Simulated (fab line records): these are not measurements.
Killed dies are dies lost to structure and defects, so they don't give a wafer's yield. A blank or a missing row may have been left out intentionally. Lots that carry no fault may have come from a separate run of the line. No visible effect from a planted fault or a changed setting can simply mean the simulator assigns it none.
fab line records    flow rit-cmos
record lots=7  wafers=21  last-day=7
route steps=202 shown ACTIVE@1 FOX1@20 FOX2@23 M1@202
lots that met no fault: from a run of the same line without faults
start-h: start of the lot's first displayed wafer, in hours after the record's first day    wait-h: how many hours have passed since the lot's step before this one    " same as the row above    L1.1+2: several wafers, shown together as one row    - no value, or no start given    * or withheld: withheld    < > ~ a bound
route shown NAME@n: names a module that has steps shown in the file, with the first one's number in the route    usual: average and standard deviation across the fault-free wafers    same: alike in all rows    chamber/n: place in a boat    sites: the reading at each site    _std_site: standard deviation of those values    _edge_site: inner sites' mean taken away from outer sites' mean    radius-mm: for every site, how far away it sits from the centre of the wafer    mask NAME#n: copy n    behind: tool/chamber where the wafer was last shaped    hold: cause of the lot's hold/its duration in hours/its outcome    device: names the non-switching transistor (n, p or np)    end of line: the route-end tests of the same wafers    step lacking rows: just its recipe    killed: count of dies lost to structure and defects at first sort (not the wafer's yield)    map: dies across one wafer; x = killed, . = not, _ = none there
set.NAME: setting as actually run; set.NAME@STEP: the setting as run at that earlier step    model.NAME: the simulator's own value behind a step, which no gauge read
certain route steps with their lots: each step a table, each wafer a row
services: a tool's chamber out of use, with start hour (start-h, from the record's first day; less than 0 if before it), hours out, and reason
## steps
# step RIT_ACTIVE_BOW_MEAS_00
# recipe mode=bow
# usual INCOMING_BOW=0/6
lot.wafer  tool           chamber  start-h  wait-h  INCOMING_BOW[um]
L501.1     film-metro-04  -        20.00    -       -10
L501.4     "              -        "        "       -3
L501.6     "              -        "        "       3
L509.3     film-metro-03  -        60.04    -       7
L509.5     "              -        "        "       -8
L509.6     "              -        "        "       -5
L518.1     film-metro-01  -        105.00   -       11
L518.3     "              -        "        "       -4
L518.4     "              -        "        "       8
L519.2     film-metro-04  -        110.02   -       3
L519.5     "              -        "        "       -4
L519.6     "              -        "        "       14
L520.1     film-metro-03  -        115.00   -       2
L520.2     "              -        "        "       -10
L520.5     "              -        "        "       -4
L521.1     film-metro-04  -        120.00   -       -5
L521.2     "              -        "        "       -2
L521.3     "              -        "        "       1
L522.2     film-metro-01  -        125.02   -       5
L522.3     "              -        "        "       -3
L522.6     "              -        "        "       6
# step RIT_ACTIVE_OXIDATION_01
# recipe temp-c=1000  ambient=O2  target-thk-a=468  ox-time-s=3360
# usual spike-tc-centre-C=1001.7/1.4  spike-tc-load-C=1027/4.2  spike-tc-source-C=1026.9/1.9  tube-center-temp-C=1000/0.088  tube_center_temp_C_max=1002.6/0.4  zone-power-centre-pct=50/6.3  zone-power-source-pct=36.5/0.48
lot.wafer  tool        chamber  start-h  wait-h  spike-tc-centre-C  spike-tc-load-C  spike-tc-source-C  tube-center-temp-C  tube_center_temp_C_max  zone-power-centre-pct  zone-power-source-pct  model.SiO2_of_ACTIVE_OXIDATION_01.thk-nm
L501.1     furnace-01  0        20.19    0.2     1000.4             1031             1024.9             1000                1002.4                  57                     36.3                   46.7
L501.4     "           0        "        "       1001.4             1030             1025.1             999.83              1002.7                  57                     37.0                   46.44
L501.6     "           0        "        "       1002.3             1031             1024.9             1000                1003.6                  58                     36.4                   46.63
L509.3     furnace-03  0        60.64    0.6     1003.8             1026             1030.0             999.88              1002.7                  45                     36.2                   47.79
L509.5     "           0        "        "       1001.7             1026             1027.2             1000                1002.5                  45                     36.4                   47.16
L509.6     "           0        "        "       1001.7             1026             1028.8             1000                1002.5                  46                     36.9                   48.1
L518.1     furnace-01  0        106.00   1.0     1002.7             1030             1023.9             1000.2              1002.3                  57                     37.1                   43.8
L518.3     "           0        "        "       1000.9             1031             1027.6             999.83              1002.3                  57                     36.9                   44.21
L518.4     "           0        "        "       998.2              1029             1024.4             999.96              1002.7                  57                     36.1                   44.34
L519.2     furnace-03  0        110.12   0.1     976.8              1001             1004.7             975.12              977.3                   44                     34.3                   36.56
L519.5     "           0        "        "       976.9              1001             1004.1             974.89              978.0                   44                     34.3                   36.81
L519.6     "           0        "        "       980.1              1001             1004.0             974.99              977.7                   43                     34.3                   36.26
L520.1     furnace-03  0        115.12   0.1     977.8              1001             1001.4             975.08              977.8                   44                     34.3                   37.79
L520.2     "           0        "        "       976.9              1001             1003.5             975.2               977.3                   44                     33.7                   37.41
L520.5     "           0        "        "       978.2              999              1002.6             975.14              977.3                   44                     34.0                   37.26
L521.1     furnace-03  0        120.12   0.1     978.2              999              1003.6             974.94              977.2                   44                     34.8                   37.5
L521.2     "           0        "        "       977.3              1001             1001.8             975.08              977.7                   44                     34.3                   37.02
L521.3     "           0        "        "       978.9              998              1004.0             974.91              977.3                   44                     34.1                   37.73
L522.2     furnace-04  0        125.76   0.7     1000.8             1018             1025.4             999.99              1003.0                  45                     37.1                   46.8
L522.3     "           0        "        "       999.3              1021             1027.6             999.94              1002.5                  45                     37.4                   46.74
L522.6     "           0        "        "       999.0              1019             1026.9             1000.1              1002.6                  44                     36.8                   47.16
# step RIT_ACTIVE_THK_MEAS_02
# recipe reads=SiO2_of_ACTIVE_OXIDATION_01
# usual ACTIVE_OXIDE_THK=46.6/0.99
lot.wafer  tool           chamber  start-h  wait-h  ACTIVE_OXIDE_THK[nm]
L501.1     film-metro-04  -        22.12    0.0     46.7
L501.4     "              -        "        "       46.4
L501.6     "              -        "        "       46.7
L509.3     film-metro-03  -        62.59    0.0     47.8
L509.5     "              -        "        "       47.2
L509.6     "              -        "        "       48.1
L518.1     film-metro-03  -        107.93   0.0     43.8
L518.3     "              -        "        "       44.2
L518.4     "              -        "        "       44.4
L519.2     film-metro-03  -        112.06   0.0     36.5
L519.5     "              -        "        "       36.8
L519.6     "              -        "        "       36.3
L520.1     film-metro-03  -        117.05   0.0     37.8
L520.2     "              -        "        "       37.4
L520.5     "              -        "        "       37.2
L521.1     film-metro-01  -        122.05   0.0     37.5
L521.2     "              -        "        "       37.0
L521.3     "              -        "        "       37.8
L522.2     film-metro-01  -        127.70   0.0     46.8
L522.3     "              -        "        "       46.7
L522.6     "              -        "        "       47.2
# step RIT_ACTIVE_CVD_03
# recipe material=Si3N4  target-thk-nm=150  temp-c=810  precursor=SiH2Cl2/NH3  time-s=1500  pressure-mtorr=300  sih2cl2-flow-sccm=60  nh3-flow-sccm=150
# step RIT_ACTIVE_THK_MEAS_04
# recipe reads=Si3N4_of_ACTIVE_CVD_03
# usual ACTIVE_NITRIDE_THK=149.8/1.1
lot.wafer  tool           chamber  start-h  wait-h  ACTIVE_NITRIDE_THK[nm]
L501.1     film-metro-04  -        23.60    0.0     149.7
L501.4     "              -        "        "       150.2
L501.6     "              -        "        "       149.2
L509.3     film-metro-03  -        64.07    0.0     147.7
L509.5     "              -        "        "       146.9
L509.6     "              -        "        "       147.5
L518.1     film-metro-01  -        109.41   0.0     149.7
L518.3     "              -        "        "       149.0
L518.4     "              -        "        "       149.8
L519.2     film-metro-03  -        113.54   0.0     150.7
L519.5     "              -        "        "       150.4
L519.6     "              -        "        "       150.1
L520.1     film-metro-04  -        118.53   0.0     151.0
L520.2     "              -        "        "       149.8
L520.5     "              -        "        "       149.8
L521.1     film-metro-04  -        123.53   0.0     149.9
L521.2     "              -        "        "       150.5
L521.3     "              -        "        "       150.4
L522.2     film-metro-04  -        129.18   0.0     150.9
L522.3     "              -        "        "       148.9
L522.6     "              -        "        "       149.8
# step RIT_ACTIVE_HMDS_05
# recipe prime-time-s=60  prime-temp-c=140
# step RIT_ACTIVE_COAT_06
# recipe resist=NOVOLAK  spin-rpm=3250  resist-thk-nm=1000
# step RIT_ACTIVE_SOFTBAKE_07
# recipe resist=NOVOLAK  temp-c=90  time-s=60
# step RIT_ACTIVE_EXPOSE_08
# recipe mask-id=M1  na=0.6  source-shape=conventional  sigma-outer=0.6  target-cd-nm=1400  dose-mj=225
# step RIT_ACTIVE_PEB_09
# recipe resist=NOVOLAK  temp-c=withheld  time-s=withheld
# step RIT_ACTIVE_DEVELOP_10
# recipe resist=NOVOLAK  develop-time-s=50  dev-temp-c=23
# step RIT_ACTIVE_CD_MEAS_11
# recipe target-cd-nm=1400
# usual cd-nm=1400.3/2
lot.wafer  tool       chamber  start-h  wait-h  cd-nm
L501.1     cd-sem-01  -        24.69    -       1401.3
L501.4     "          -        "        "       1401.9
L501.6     "          -        "        "       1402.9
L509.3     cd-sem-01  -        65.00    -       1399.4
L509.5     "          -        "        "       1397.7
L509.6     "          -        "        "       1399.7
L518.1     cd-sem-01  -        110.44   -       1397.7
L518.3     "          -        "        "       1397.6
L518.4     "          -        "        "       1399.9
L519.2     cd-sem-02  -        114.46   -       1397.3
L519.5     "          -        "        "       1398.5
L519.6     "          -        "        "       1396.9
L520.1     cd-sem-01  -        119.56   -       1402.3
L520.2     "          -        "        "       1402.7
L520.5     "          -        "        "       1403.3
L521.1     cd-sem-01  -        124.44   -       1402.2
L521.2     "          -        "        "       1398.8
L521.3     "          -        "        "       1399.1
L522.2     cd-sem-01  -        130.22   -       1402.2
L522.3     "          -        "        "       1400.0
L522.6     "          -        "        "       1400.8
# step RIT_ACTIVE_HARDBAKE_12
# recipe resist=NOVOLAK  temp-c=140  time-s=60
# step RIT_ACTIVE_ETCH_13
# recipe stop-on=SiO2  chemistry=SF6  target=Si3N4  time-s=210  over-etch-frac=0.4  SF6_flow_sccm=200  pressure-mtorr=260  rf-w=125  target-depth-a=2100
# usual drypump-motor-current-A=5.7/0.42  oes-product-au=0.824/0.01  throttle-valve-pct=7.52/0.12
lot.wafer  tool         chamber  start-h  wait-h  drypump-motor-current-A  oes-product-au  rf-hours-counter-h  throttle-valve-pct
L501.1     rie-diel-04  2        24.96    0.1     6.3                      0.812           108                 7.62
L501.4     "            1        "        "       5.1                      0.841           127                 7.27
L501.6     "            0        "        "       5.7                      0.822           -                   7.59
L509.3     rie-diel-02  0        65.23    0.1     6.3                      0.807           137                 7.55
L509.5     "            1        "        "       5.5                      0.826           -                   7.49
L509.6     "            3        "        "       5.8                      0.817           -                   7.39
L518.1     rie-diel-01  2        110.84   0.1     6.5                      0.807           26                  7.41
L518.3     "            3        "        "       5.8                      0.833           9                   7.62
L518.4     "            0        "        "       6.1                      0.818           24                  7.55
L519.2     rie-diel-02  0        114.71   0.1     6.3                      0.812           138                 7.57
L519.5     "            0        "        "       6.3                      0.813           -                   7.55
L519.6     "            3        "        "       5.8                      0.820           -                   7.38
L520.1     rie-diel-04  0        119.83   0.1     5.7                      0.825           25                  7.59
L520.2     "            3        "        "       5.8                      0.825           1                   7.51
L520.5     "            3        "        "       5.7                      0.822           -                   7.51
L521.1     rie-diel-02  3        124.71   0.1     5.8                      0.818           115                 7.39
L521.2     "            1        "        "       5.5                      0.834           61                  7.51
L521.3     "            0        "        "       6.3                      0.808           138                 7.58
L522.2     rie-diel-04  3        130.47   0.1     5.7                      0.824           1                   7.52
L522.3     "            0        "        "       5.7                      0.831           25                  7.58
L522.6     "            1        "        "       5.1                      0.831           -                   7.28
# step RIT_ACTIVE_STRIP_14
# recipe chemistry=O2  time-s=180  resist=NOVOLAK  platen-temp-c=withheld  power-w=500  pressure-mtorr=4000  o2-flow-sccm=4000
# usual drypump-motor-current-A=5.8/0.46  rf-refl-power-W=6.5/1.2
lot.wafer  tool             chamber  start-h  wait-h  drypump-motor-current-A  rf-hours-counter-h  rf-refl-power-W
L501.1     plasma-asher-03  1        25.09    0.1     5.8                      23                  5.3
L501.4     "                1        "        "       5.8                      -                   5.1
L501.6     "                0        "        "       5.9                      -                   7.5
L509.3     plasma-asher-01  0        65.42    0.1     5.1                      -                   6.9
L509.5     "                0        "        "       5.1                      -                   6.8
L509.6     "                1        "        "       6.3                      -                   5.7
L518.1     plasma-asher-01  0        110.97   0.1     5.1                      48                  6.8
L518.3     "                1        "        "       6.3                      -                   6.0
L518.4     "                0        "        "       5.1                      -                   6.7
L519.2     plasma-asher-02  1        114.84   0.1     5.9                      48                  8.8
L519.5     "                1        "        "       5.9                      -                   8.4
L519.6     "                0        "        "       6.3                      -                   5.6
L520.1     plasma-asher-03  1        119.97   0.1     5.8                      32                  5.1
L520.2     "                0        "        "       5.9                      32                  7.9
L520.5     "                0        "        "       5.9                      -                   7.6
L521.1     plasma-asher-02  0        124.84   0.1     6.3                      50                  5.4
L521.2     "                1        "        "       6.0                      50                  8.5
L521.3     "                1        "        "       6.0                      -                   8.6
L522.2     plasma-asher-03  0        130.61   0.1     5.9                      33                  8.2
L522.3     "                1        "        "       5.8                      -                   5.5
L522.6     "                1        "        "       5.8                      -                   5.0
# step RIT_ACTIVE_CD_MEAS_90
# recipe target-cd-nm=1400
# usual cd-nm=1400.3/2
lot.wafer  tool       chamber  start-h  wait-h  cd-nm
L501.1     cd-sem-02  -        25.27    0.1     1401.1
L501.4     "          -        "        "       1402.4
L501.6     "          -        "        "       1402.7
L509.3     cd-sem-01  -        65.58    0.1     1399.8
L509.5     "          -        "        "       1397.4
L509.6     "          -        "        "       1399.8
L518.1     cd-sem-01  -        111.15   0.1     1398.0
L518.3     "          -        "        "       1397.2
L518.4     "          -        "        "       1400.2
L519.2     cd-sem-02  -        115.04   0.1     1397.3
L519.5     "          -        "        "       1398.5
L519.6     "          -        "        "       1396.6
L520.1     cd-sem-01  -        120.14   0.1     1402.4
L520.2     "          -        "        "       1403.4
L520.5     "          -        "        "       1403.2
L521.1     cd-sem-02  -        125.02   0.1     1402.3
L521.2     "          -        "        "       1398.6
L521.3     "          -        "        "       1398.8
L522.2     cd-sem-01  -        130.80   0.1     1402.7
L522.3     "          -        "        "       1399.8
L522.6     "          -        "        "       1400.9
# step RIT_ACTIVE_CLEAN_15
# recipe chemistry=SC1  mix=3:3:50  time-s=600  temp-c=75
# step RIT_ACTIVE_CLEAN_16
# recipe chemistry=dHF  dilution=50:1  time-s=30
# step RIT_ACTIVE_CLEAN_17
# recipe chemistry=SC2  mix=3:3:50  time-s=600  temp-c=75  dry=n2-spin
# step RIT_FOX1_OXIDATION_00
# recipe temp-c=1100  ambient=H2O  target-thk-a=3507  p-h2o-torr=720  ox-time-s=1130
# step RIT_FOX1_THK_MEAS_01
# recipe reads=SiO2_of_FOX1_OXIDATION_00
# usual FOX1_OXIDE_THK=350/5.7
lot.wafer  tool           chamber  start-h  wait-h  FOX1_OXIDE_THK[nm]
L501.1     film-metro-02  -        29.81    0.0     350
L501.4     "              -        "        "       353
L501.6     "              -        "        "       352
L509.3     film-metro-04  -        67.38    0.0     343
L509.5     "              -        "        "       345
L509.6     "              -        "        "       348
L518.1     film-metro-02  -        112.97   0.0     349
L518.3     "              -        "        "       350
L518.4     "              -        "        "       345
L519.2     film-metro-01  -        118.33   0.0     355
L519.5     "              -        "        "       360
L519.6     "              -        "        "       353
L520.1     film-metro-04  -        122.05   0.0     343
L520.2     "              -        "        "       336
L520.5     "              -        "        "       342
L521.1     film-metro-02  -        127.71   0.0     349
L521.2     "              -        "        "       350
L521.3     "              -        "        "       351
L522.2     film-metro-01  -        132.64   0.0     354
L522.3     "              -        "        "       350
L522.6     "              -        "        "       354
# step RIT_FOX1_WET_ETCH_02
# recipe chemistry=BOE  target-depth-nm=350  time-s=390  temp-c=21.5  dry=n2-spin  dilution=10:1  target=SiO2
# step RIT_FOX2_OXIDATION_00
# recipe temp-c=1100  ambient=H2O  target-thk-a=3507  p-h2o-torr=720  ox-time-s=1130
# step RIT_FOX2_THK_MEAS_01
# recipe reads=SiO2_of_FOX2_OXIDATION_00
# usual FOX2_OXIDE_THK=351/7.1
lot.wafer  tool           chamber  start-h  wait-h  FOX2_OXIDE_THK[nm]
L501.1     film-metro-01  -        32.16    0.0     354
L501.4     "              -        "        "       352
L501.6     "              -        "        "       353
L509.3     film-metro-02  -        69.92    0.0     353
L509.5     "              -        "        "       350
L509.6     "              -        "        "       348
L518.1     film-metro-02  -        114.46   0.0     350
L518.3     "              -        "        "       359
L518.4     "              -        "        "       355
L519.2     film-metro-02  -        119.82   0.0     358
L519.5     "              -        "        "       355
L519.6     "              -        "        "       356
L520.1     film-metro-02  -        123.54   0.0     347
L520.2     "              -        "        "       360
L520.5     "              -        "        "       362
L521.1     film-metro-01  -        129.26   0.0     359
L521.2     "              -        "        "       362
L521.3     "              -        "        "       358
L522.2     film-metro-02  -        134.14   0.0     350
L522.3     "              -        "        "       352
L522.6     "              -        "        "       352
# step RIT_FOX2_CLEAN_02
# recipe chemistry=dHF  dilution=50:1  time-s=180
# step RIT_FOX2_WET_ETCH_03
# recipe chemistry=H3PO4  target=Si3N4  target-depth-nm=195  temp-c=165  time-s=2700
# usual bath-guard-temp-C=164.8/0.34
lot.wafer  tool          chamber  start-h  wait-h  bath-guard-temp-C  model.SiO2_of_ACTIVE_OXIDATION_01.thk-nm
L501.1     wet-bench-04  2        32.27    0.0     164.9              39.82
L501.4     "             2        "        "       164.5              41.32
L501.6     "             2        "        "       164.6              39.86
L509.3     wet-bench-04  1        70.03    0.0     165.2              42.36
L509.5     "             1        "        "       165.3              41.8
L509.6     "             1        "        "       165.2              41.89
L518.1     wet-bench-01  3        114.57   0.0     164.7              38.95
L518.3     "             3        "        "       165.0              39.33
L518.4     "             3        "        "       164.6              39.4
L519.2     wet-bench-01  2        119.93   0.0     165.0              32.41
L519.5     "             2        "        "       165.0              32.61
L519.6     "             2        "        "       165.1              31.38
L520.1     wet-bench-04  2        123.66   0.0     165.1              31.96
L520.2     "             2        "        "       164.9              33.26
L520.5     "             2        "        "       164.7              33.14
L521.1     wet-bench-01  0        129.39   0.0     164.6              32.62
L521.2     "             0        "        "       164.3              32.95
L521.3     "             0        "        "       164.4              33.57
L522.2     wet-bench-04  0        134.26   0.0     164.9              41.64
L522.3     "             0        "        "       164.9              39.95
L522.6     "             0        "        "       165.1              41.96
# step RIT_FOX2_THK_MEAS_90
# recipe reads=SiO2_of_FOX2_OXIDATION_00
# usual FIELD_OXIDE_LEFT_1_THK=323/7.1
lot.wafer  tool           chamber  start-h  wait-h  FIELD_OXIDE_LEFT_1_THK[nm]
L501.1     film-metro-02  -        33.03    0.0     327
L501.4     "              -        "        "       324
L501.6     "              -        "        "       325
L509.3     film-metro-02  -        70.80    0.0     325
L509.5     "              -        "        "       322
L509.6     "              -        "        "       321
L518.1     film-metro-03  -        115.40   0.0     323
L518.3     "              -        "        "       332
L518.4     "              -        "        "       328
L519.2     film-metro-03  -        120.70   0.0     330
L519.5     "              -        "        "       328
L519.6     "              -        "        "       328
L520.1     film-metro-03  -        124.42   0.0     319
L520.2     "              -        "        "       333
L520.5     "              -        "        "       334
L521.1     film-metro-02  -        130.14   0.0     332
L521.2     "              -        "        "       335
L521.3     "              -        "        "       331
L522.2     film-metro-02  -        135.03   0.0     323
L522.3     "              -        "        "       325
L522.6     "              -        "        "       325
# step RIT_M1_PROBE_99
# usual killed-at-contacts=0.1/0.24  killed-at-front-end=7/3.2  killed-dies=7/3.2  killed-open=3.6/2.1  killed-short=3.5/2
# same gross-dies=264  killed_at_M0_to_M3=0  killed_at_M4_up=0  killed-at-back-side=0  killed-at-other=0
lot.wafer  tool       chamber  start-h  wait-h  killed-at-contacts  killed-at-front-end  killed-dies  killed-open  killed-short  model.etest.pldd.width-nm  model.etest.nldd.width-nm  model.etest.pplus-sal.width-nm  model.etest.nplus-sal.width-nm  model.etest.nmos-narrow.drive-ua-um  model.etest.pmos-narrow.drive-ua-um  model.etest.cap-n-gate.c-min-ff-um2
L501.1     prober-02  -        72.42    0.1     0                   12                   12           5            7             3181                       3164                       3464                            3474                            222.7                                97.2                                 2.343
L501.4     prober-02  -        72.57    0.2     0                   8                    8            5            3             3178                       3183                       3461                            3463                            220.4                                97                                   2.337
L501.6     prober-02  -        72.67    0.2     0                   6                    6            4            2             3182                       3187                       3436                            3443                            219.7                                96.59                                2.356
L509.3     prober-02  -        111.38   0.2     0                   6                    6            3            3             3155                       3180                       3446                            3465                            214.9                                97.73                                2.357
L509.5     prober-02  -        111.48   0.2     0                   8                    8            4            4             3183                       3153                       3435                            3436                            218.3                                99.8                                 2.365
L509.6     prober-02  -        111.53   0.2     0                   9                    9            1            8             3160                       3163                       3449                            3439                            211.3                                95.56                                2.353
L518.1     prober-01  -        155.88   0.1     0                   8                    8            5            3             3210                       3211                       3472                            3466                            239.8                                109.2                                2.365
L518.3     prober-01  -        155.98   0.2     0                   6                    6            3            3             3200                       3182                       3437                            3433                            238.2                                109.6                                2.369
L518.4     prober-01  -        156.03   0.2     0                   7                    7            3            4             3196                       3202                       3455                            3440                            234.8                                107.8                                2.362
L519.2     prober-02  -        162.26   0.1     0                   9                    9            3            6             3254                       3242                       3479                            3478                            253.4                                115.7                                2.353
L519.5     prober-02  -        162.41   0.2     0                   10                   10           3            7             3236                       3252                       3500                            3484                            248.2                                114.9                                2.351
L519.6     prober-02  -        162.46   0.2     1                   5                    6            4            2             3262                       3253                       3479                            3470                            249.7                                113.7                                2.346
L520.1     prober-01  -        163.88   0.1     0                   10                   10           7            3             3278                       3260                       3500                            3506                            259                                  114.3                                2.349
L520.2     prober-01  -        163.93   0.1     0                   9                    9            4            5             3265                       3286                       3507                            3509                            265.6                                118                                  2.347
L520.5     prober-01  -        164.08   0.2     0                   6                    6            3            3             3274                       3252                       3494                            3515                            265.8                                118.1                                2.35
L521.1     prober-02  -        170.40   0.1     1                   10                   11           3            8             3260                       3254                       3518                            3500                            245.1                                113.3                                2.395
L521.2     prober-02  -        170.45   0.1     0                   8                    8            2            6             3237                       3271                       3495                            3480                            242.9                                112.8                                2.37
L521.3     prober-02  -        170.50   0.2     0                   9                    9            5            4             3268                       3255                       3524                            3504                            242.4                                112                                  2.381
L522.2     prober-01  -        173.73   0.1     0                   2                    2            1            1             3177                       3197                       3443                            3444                            238.3                                107.2                                2.393
L522.3     prober-01  -        173.78   0.2     0                   10                   10           6            4             3171                       3182                       3447                            3424                            238.3                                107.5                                2.391
L522.6     prober-01  -        173.93   0.2     0                   9                    9            5            4             3178                       3170                       3436                            3422                            234.6                                107                                  2.381
# killed by level:class
L501.1 SILICIDE:geometric-particle:open=3 FOX1:geometric-particle:short=2 FOX2:geometric-particle:short=2 GATE:geometric-particle:short=2 GATE:geometric-particle:open=1 REOX:geometric-particle:short=1 REOX:geometric-particle:open=1
L501.4 GATE:geometric-particle:short=2 GATE:geometric-particle:open=2 SPACER:geometric-particle:open=2 REOX:geometric-particle:short=1 REOX:geometric-particle:open=1
L501.6 FOX2:geometric-particle:open=2 SPACER:geometric-particle:short=2 GATE:geometric-particle:open=1 SPACER:geometric-particle:open=1
L509.3 SILICIDE:geometric-particle:open=2 FOX2:geometric-particle:short=1 GATE:geometric-particle:open=1 GATE:geometric-particle:short=1 SILICIDE:geometric-particle:short=1
L509.5 GATE:geometric-particle:open=4 GATE:geometric-particle:short=2 FOX1:geometric-particle:short=1 FOX2:geometric-particle:short=1
L509.6 GATE:geometric-particle:short=3 SPACER:geometric-particle:short=2 FOX1:geometric-particle:short=1 GATE:geometric-particle:open=1 REOX:geometric-particle:short=1 SILICIDE:geometric-particle:short=1
L518.1 GATE:geometric-particle:open=3 FOX1:geometric-particle:open=1 GATE:geometric-particle:short=1 REOX:geometric-particle:open=1 REOX:geometric-particle:short=1 SILICIDE:geometric-particle:short=1
L518.3 GATE:geometric-particle:open=3 GATE:geometric-particle:short=2 REOX:geometric-particle:short=1
L518.4 GATE:geometric-particle:short=4 FOX1:geometric-particle:open=1 FOX2:geometric-particle:open=1 GATE:geometric-particle:open=1
L519.2 GATE:geometric-particle:short=2 SPACER:geometric-particle:open=2 SPACER:geometric-particle:short=2 FOX1:geometric-particle:short=1 FOX2:geometric-particle:short=1 GATE:geometric-particle:open=1
L519.5 SILICIDE:geometric-particle:open=3 GATE:geometric-particle:short=2 SPACER:geometric-particle:short=2 SILICIDE:geometric-particle:short=2 REOX:geometric-particle:short=1
L519.6 GATE:geometric-particle:open=3 SPACER:geometric-particle:short=2 CONTACT:geometric-particle:open=1
L520.1 GATE:geometric-particle:open=7 GATE:geometric-particle:short=2 SILICIDE:geometric-particle:short=1
L520.2 FOX1:geometric-particle:short=3 FOX1:geometric-particle:open=1 GATE:geometric-particle:short=1 GATE:geometric-particle:open=1 SPACER:geometric-particle:open=1 SILICIDE:geometric-particle:open=1 SILICIDE:geometric-particle:short=1
L520.5 GATE:geometric-particle:open=2 FOX1:geometric-particle:open=1 GATE:geometric-particle:short=1 REOX:geometric-particle:short=1 SILICIDE:geometric-particle:short=1
L521.1 FOX1:geometric-particle:short=3 GATE:geometric-particle:short=2 FOX1:geometric-particle:open=1 FOX2:geometric-particle:open=1 FOX2:geometric-particle:short=1 SILICIDE:geometric-particle:open=1 SILICIDE:geometric-particle:short=1 CONTACT:geometric-particle:short=1
L521.2 GATE:geometric-particle:short=3 FOX2:geometric-particle:open=1 FOX2:geometric-particle:short=1 GATE:geometric-particle:open=1 REOX:geometric-particle:short=1 SPACER:geometric-particle:short=1
L521.3 GATE:geometric-particle:short=3 FOX2:geometric-particle:open=2 FOX1:geometric-particle:short=1 FOX1:geometric-particle:open=1 GATE:geometric-particle:open=1 SILICIDE:geometric-particle:open=1
L522.2 FOX2:geometric-particle:open=1 SILICIDE:geometric-particle:short=1
L522.3 FOX2:geometric-particle:open=3 GATE:geometric-particle:short=2 GATE:geometric-particle:open=1 REOX:geometric-particle:short=1 REOX:geometric-particle:open=1 SPACER:geometric-particle:short=1 SILICIDE:geometric-particle:open=1
L522.6 FOX1:geometric-particle:short=2 GATE:geometric-particle:open=2 SILICIDE:geometric-particle:short=2 REOX:geometric-particle:open=1 SPACER:geometric-particle:open=1 SILICIDE:geometric-particle:open=1
## services
tool             chamber  start-h  hours  kind
furnace-01       -        22.12    3.6    pm
plasma-asher-03  -        27.07    0.7    repair
furnace-04       -        28.30    3.6    pm
plasma-asher-02  -        33.44    0.7    repair
rie-diel-04      2        55.60    5.4    repair
rie-diel-02      2        58.13    -      clean
rie-diel-02      2        58.13    14.6   scheduled-down
rie-diel-02      2        58.13    14.6   vent-cycle
rie-diel-04      3        62.73    -      clean
rie-diel-04      3        62.73    14.3   scheduled-down
rie-diel-04      3        62.73    14.3   vent-cycle
rie-diel-02      1        107.61   3.9    repair
plasma-asher-03  -        109.64   4.5    repair
rie-diel-02      -        132.26   14.6   pm
furnace-03       -        132.80   3.2    pm
## key
first-sign step=RIT_ACTIVE_OXIDATION_01  reading=tube-center-temp-C  direction=down  sigmas=99+  usual=*  struck=*
effect step=RIT_ACTIVE_OXIDATION_01  reading=tube_center_temp_C_max  direction=down  sigmas=63  usual=*  struck=*
effect step=RIT_ACTIVE_THK_MEAS_02  reading=ACTIVE_OXIDE_THK  direction=down  sigmas=9.5  usual=46.6  struck=37.1
model-effect step=RIT_ACTIVE_OXIDATION_01  value=SiO2_of_ACTIVE_OXIDATION_01.thk-nm  without=46.83  struck=37.15
model-effect step=RIT_FOX2_WET_ETCH_03  value=SiO2_of_ACTIVE_OXIDATION_01.thk-nm  without=41.25  struck=32.65
model-effect step=RIT_M1_PROBE_99  value=etest.pldd.width-nm  without=3169  struck=3259
met-at RIT_ACTIVE_OXIDATION_01
struck-wafers L519.2,L519.5,L519.6,L520.1,L520.2,L520.5,L521.1,L521.2,L521.3
tester-left-out L519,L520,L521
onset-between 60.64 110.12
fault kind=process-parameter-drift  tool=furnace-03  chamber=-  onset-h=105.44  steps=RIT_ACTIVE_OXIDATION_01  channel=temp-c  offset=*  shape=step  end-h=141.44  acts-in=*  stated=*
# tester-left-out: of these lots the tester's yield and bins aren't shown, on N5 and GAA mostly nor the transistor test; their killed dies are dies lost to structure and defects alone, not to doping, threshold or leakage, so they don't give the yield
